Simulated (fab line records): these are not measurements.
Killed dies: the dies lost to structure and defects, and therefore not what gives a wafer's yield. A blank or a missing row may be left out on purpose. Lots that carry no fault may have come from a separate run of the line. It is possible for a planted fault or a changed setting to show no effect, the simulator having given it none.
Which tool did it? | flow berkeley cmos170 | 15 lots, 45 wafers sampled, at 5 steps of a route of 331

## WHAT THE GAUGES READ, wafer by wafer
UCB170_NWELL_TW_MEAS_16. Usual: for NWELL_TW the level is 1244 and the standard deviation is 11.
lot  | measured    | on            | NWELL_TW       | flag
L379 | day 2 11:38 | film metro-04 | 1256 1262 1250 |
L380 | day 2 14:06 | film metro-04 | 1259 1263 1258 |
L381 | day 3 00:28 | film metro-02 | 1239 1251 1243 |
L383 | day 3 07:51 | film metro-04 | 1255 1258 1258 |
L386 | day 3 18:08 | film metro-02 | 1245 1237 1239 |
L387 | day 3 21:14 | film metro-03 | 1226 1229 1224 |
L392 | day 4 23:29 | film metro-04 | 1245 1251 1247 |
L393 | day 5 06:38 | film metro-02 | 1248 1248 1252 |
L395 | day 5 09:31 | film metro-04 | 1246 1251 1259 |
L394 | day 5 09:45 | film metro-03 | 1233 1232 1237 |
L396 | day 5 17:23 | film metro-02 | 1248 1249 1248 |
L397 | day 5 20:56 | film metro-02 | 1247 1251 1257 |
L398 | day 6 02:43 | film metro-04 | 1250 1253 1260 |
L399 | day 6 10:13 | film metro-03 | 1243 1237 1232 |
L402 | day 7 02:37 | film metro-03 | 1231 1234 1239 |

UCB170_PLDD_CD_MEAS_06 targets a cd of 1200 nm. Usual: 1199.6 nm for cd nm, sd 1.3.
lot  | measured     | on        | cd nm (nm)           | flag
L379 | day 6 04:48  | cd sem-02 | 1200.2 1199.8 1200.6 |
L380 | day 6 04:34  | cd sem-01 | 1199.6 1199.1 1199.5 |
L381 | day 6 07:59  | cd sem-02 | 1200.3 1200.6 1199.7 |
L383 | day 6 16:47  | cd sem-02 | 1201.3 1201.2 1200.7 |
L386 | day 7 10:16  | cd sem-02 | 1199.1 1198.5 1197.9 |
L387 | day 7 09:26  | cd sem-01 | 1199.6 1199.5 1199.6 |
L392 | day 8 13:22  | cd sem-02 | 1198.5 1198.7 1198.8 |
L393 | day 9 07:06  | cd sem-01 | 1200.9 1201.1 1200.7 |
L395 | day 9 07:26  | cd sem-02 | 1200.7 1200.3 1199.9 |
L394 | day 9 07:42  | cd sem-02 | 1198.7 1198.2 1197.7 |
L396 | day 9 12:14  | cd sem-02 | 1197.5 1197.5 1199.3 |
L397 | day 9 20:17  | cd sem-02 | 1202.6 1203.3 1201.9 |
L398 | day 10 07:09 | cd sem-01 | 1198.8 1201.1 1198.2 |
L399 | day 10 07:09 | cd sem-02 | 1200.8 1200.0 1200.4 |
L402 | day 11 02:39 | cd sem-02 | 1198.3 1197.2 1199.0 |

UCB170_SPACER_THK_MEAS_01. Usual: for SPACER_TEOS_THK the level is 375 nm and the standard deviation is 5.
lot  | measured     | on            | SPACER_TEOS_THK (nm)    | flag
L379 | day 6 07:25  | film metro-03 | 372 376 385             |
L380 | day 6 07:28  | film metro-04 | 741 752 759 742 752 758 | OFF
L381 | day 6 11:32  | film metro-04 | 367 368 382             |
L383 | day 6 20:04  | film metro-03 | 761 756 764 760 756 764 | OFF
L386 | day 7 13:19  | film metro-04 | 369 365 371             |
L387 | day 7 14:53  | film metro-02 | 747 741 756 747 742 755 | OFF
L392 | day 8 16:37  | film metro-03 | 368 366 367             |
L393 | day 9 09:58  | film metro-02 | 370 369 379             |
L395 | day 9 10:26  | film metro-03 | 369 379 373             |
L394 | day 9 10:43  | film metro-02 | 368 372 376             |
L396 | day 9 14:55  | film metro-04 | 372 372 378             |
L397 | day 9 22:49  | film metro-02 | 372 384 377             |
L398 | day 10 09:44 | film metro-03 | 375 382 381             |
L399 | day 10 09:58 | film metro-03 | 367 373 379             |
L402 | day 11 05:37 | film metro-02 | 380 379 380             |

## WHICH TOOL RAN EACH LOT (tool, then ch and the chambers of the sampled wafers, then the start)
lot  | UCB170_PLDD_STRIP_10                 | UCB170_SPACER_CVD_00
L379 | plasma asher-04 ch 0,1, day 6 05:16  | pecvd-03 ch 1,2, day 6 07:22
L380 | plasma asher-03 ch 0,1, day 6 05:01  | pecvd-04 ch 0,1,2, day 6 07:12
L381 | plasma asher-03 ch 0,1, day 6 08:44  | pecvd-01 ch 0,1,2, day 6 11:29
L383 | plasma asher-03 ch 0,1, day 6 17:13  | pecvd-03 ch 0,1,2, day 6 19:46
L386 | plasma asher-04 ch 0,1, day 7 10:43  | pecvd-04 ch 0,1, day 7 13:16
L387 | plasma asher-03 ch 0,1, day 7 09:53  | pecvd-01 ch 1,2, day 7 14:32
L392 | plasma asher-04 ch 0,1, day 8 13:49  | pecvd-04 ch 0,1,2, day 8 16:34
L393 | plasma asher-04 ch 0,1, day 9 07:32  | pecvd-03 ch 0,1,2, day 9 09:55
L395 | plasma asher-01 ch 0,1, day 9 07:52  | pecvd-01 ch 1,2, day 9 10:23
L394 | plasma asher-03 ch 0,1, day 9 08:08  | pecvd-04 ch 1,2, day 9 10:40
L396 | plasma asher-01 ch 0,1, day 9 12:41  | pecvd-01 ch 0,1, day 9 14:53
L397 | plasma asher-01 ch 0,1, day 9 20:44  | pecvd-03 ch 0,2, day 9 22:46
L398 | plasma asher-03 ch 1, day 10 07:35   | pecvd-03 ch 1,2, day 10 09:41
L399 | plasma asher-01 ch 0,1, day 10 07:38 | pecvd-04 ch 0,2, day 10 09:55
L402 | plasma asher-01 ch 0,1, day 11 03:05 | pecvd-03 ch 0,1,2, day 11 05:34
- UCB170_PLDD_STRIP_10: strips in O2.
- UCB170_SPACER_CVD_00: deposits SiO2 from TEOS/O2, target thk 376 nm, time 47 s.

## AS READ BY THE TOOLS THEMSELVES (means over the sampled wafers that have a number; for cases with no such wafer, the mark the record gives instead)
UCB170_PLDD_STRIP_10. Usual: drypump motor current A 5.63 A, standard deviation 0.22; oes product au 0.735 a.u., standard deviation 0.0044; strip time to endpoint s 21.67 s, standard deviation 0.06.
lot  | tool            | drypump motor current A (A) | oes product au (a.u.) | strip time to endpoint s (s) | flag
L379 | plasma asher-04 | 5.91                        | 0.734                 | 21.66                        |
L380 | plasma asher-03 | 5.58                        | 0.733                 | 21.66                        |
L381 | plasma asher-03 | 5.57                        | 0.734                 | 21.71                        |
L383 | plasma asher-03 | 5.60                        | 0.733                 | 21.68                        |
L386 | plasma asher-04 | 5.59                        | 0.735                 | 21.73                        |
L387 | plasma asher-03 | 5.57                        | 0.738                 | 21.64                        |
L392 | plasma asher-04 | 5.62                        | 0.736                 | 21.64                        |
L393 | plasma asher-04 | 5.92                        | 0.734                 | 21.70                        |
L395 | plasma asher-01 | 5.61                        | 0.734                 | 21.68                        |
L394 | plasma asher-03 | 5.58                        | 0.735                 | 21.64                        |
L396 | plasma asher-01 | 5.62                        | 0.737                 | 21.63                        |
L397 | plasma asher-01 | 5.65                        | 0.732                 | 21.66                        |
L398 | plasma asher-03 | 5.53                        | 0.735                 | 21.68                        |
L399 | plasma asher-01 | 5.63                        | 0.739                 | 21.67                        |
L402 | plasma asher-01 | 5.63                        | 0.735                 | 21.68                        |

UCB170_SPACER_CVD_00. Usual: 246 W for heater power w, sd 66.
lot  | tool     | heater power w (W) | flag
L379 | pecvd-03 | 199                |
L380 | pecvd-04 | 281                |
L381 | pecvd-01 | 269                |
L383 | pecvd-03 | 190                |
L386 | pecvd-04 | 316                |
L387 | pecvd-01 | 253                |
L392 | pecvd-04 | 265                |
L393 | pecvd-03 | 222                |
L395 | pecvd-01 | 238                |
L394 | pecvd-04 | 201                |
L396 | pecvd-01 | 236                |
L397 | pecvd-03 | 283                |
L398 | pecvd-03 | 187                |
L399 | pecvd-04 | 287                |
L402 | pecvd-03 | 207                |

## THE ANSWER, worked out from the rows above alone
Rule: lot off if the mean of its wafers having a number is beyond 3 standard deviations from the usual mean. Also off: a lot with no number at a reading for which 4 or more lots have one. Any other lot the step has rows for is counted as sound. Order of review: gauges by route order, followed by the tools' own readings, for which a lot's mean as printed above is used. The first step at which some lot is off is used, and at that step the reading that is off furthest; a lot without a number counts as furthest.
Off: at UCB170_SPACER_THK_MEAS_01 (SPACER_TEOS_THK), L380, L383, L387.
A tool fits if, at a process step before that reading, it ran every lot that is off, and no sound lot after the first of them. Those tools and the gauges at UCB170_SPACER_THK_MEAS_01 are tried in the same way. No candidate that was tried fits.

## WHAT WAS PUT IN BY THE SIMULATOR
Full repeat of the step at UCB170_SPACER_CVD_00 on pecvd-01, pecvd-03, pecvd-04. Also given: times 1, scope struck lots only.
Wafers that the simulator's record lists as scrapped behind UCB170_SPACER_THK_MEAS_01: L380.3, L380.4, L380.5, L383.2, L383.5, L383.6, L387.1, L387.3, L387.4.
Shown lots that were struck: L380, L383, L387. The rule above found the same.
